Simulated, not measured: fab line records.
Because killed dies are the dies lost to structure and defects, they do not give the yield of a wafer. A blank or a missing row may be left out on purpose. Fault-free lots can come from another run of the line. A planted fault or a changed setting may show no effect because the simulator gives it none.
Comparing a struck lot with a sound one ; flow berkeley-cmos170 ; 14 out of 331 route steps
Sound: these wafers, L308.1, L308.4, L308.6. Struck: wafers L307.1, L307.3, L307.6. The cause is given at the end.
Each step with rows lists, per side, the tool, then ch with its chambers, then its first start. Under that, the readings that differ: sound wafers ; struck wafers ; difference of the means ; sigmas: that difference in standard deviations of wafers without a fault.
alike: readings with means less than 2 such deviations apart, plus words and numbers identical on both sides. not compared: withheld readings, readings lacking a value on some wafer, bounds such as >300 that could conceal the same value, and numbers that have no deviation in the record and whose values overlap.
The two part at a step that has a row with sigmas, a row that says differs or no value, or rows on one side only. When numbers do not overlap yet have no deviation, they are printed without sigmas and do not part them. A reading that every wafer of one side lacks parts them only if that side has two wafers or more.

UCB170_CONTACT_THK_MEAS_02:
  sound on film-metro-03, day 10 19:55; struck on film-metro-02, day 10 18:28
  alike: CONTACT_PSG_THK
then, 3 steps without rows for these wafers: UCB170_CONTACT_HMDS_03 (prime time 60 s); UCB170_CONTACT_COAT_04 (resist thk 900 nm); UCB170_CONTACT_SOFTBAKE_05 (time 60 s).
UCB170_CONTACT_STRIP_06: strips in O2.
  sound on plasma-asher-02 ch 0,1, day 10 20:43; struck on plasma-asher-02 ch 0,1, day 10 19:26
  alike: drypump-motor-current-A, oes-product-au, strip-time-to-endpoint-s
  not compared: rf-hours-counter-h
then, 1 step without rows for these wafers: UCB170_CONTACT_CLEAN_07 (cleans in SPM, time 600 s).
UCB170_CONTACT_RTA_08: time 10 s.
  sound on rtp-anneal-02 ch 0, day 10 20:59; struck on rtp-anneal-01 ch 0, day 10 19:43
  alike: lamp-power-pct, wafer_temp_C_max
then, 5 steps without rows for these wafers: UCB170_CONTACT_COAT_09; UCB170_CONTACT_COAT_10 (resist thk 900 nm); UCB170_CONTACT_SOFTBAKE_11 (time 60 s); UCB170_CONTACT_EXPOSE_12 (exposes mask CONT, target cd 700 nm); UCB170_CONTACT_PEB_13.
UCB170_CONTACT_DEVELOP_14: develop time 45 s.
  struck on litho-track-03, day 10 20:00; sound on litho-track-03 ch 0, day 10 21:00
  no value came back on the struck wafers for chill-plate-temp-C (C), develop-time-s (s), exhaust-pa (Pa); on the sound wafers chill-plate-temp-C (C) reads 22.89 22.89 22.86
reading;sound;struck;difference;sigmas
model.KrF_of_CONTACT_COAT_10.thk-nm (nm);885.7 884.1 885.6;898.8 899.3 901.3;+14.7;
UCB170_CONTACT_CD_MEAS_15: target cd 700 nm.
  sound on cd-sem-01, day 10 21:53; struck on cd-sem-02, day 10 21:02
reading;sound;struck;difference;sigmas
cd-nm (nm);700.4 701.6 701.8;- - -;no value on the struck wafers;

WHERE THEY PART
At UCB170_CONTACT_DEVELOP_14 first; at UCB170_CONTACT_CD_MEAS_15 last (within this record only).

WHY: what had been put in by the simulator
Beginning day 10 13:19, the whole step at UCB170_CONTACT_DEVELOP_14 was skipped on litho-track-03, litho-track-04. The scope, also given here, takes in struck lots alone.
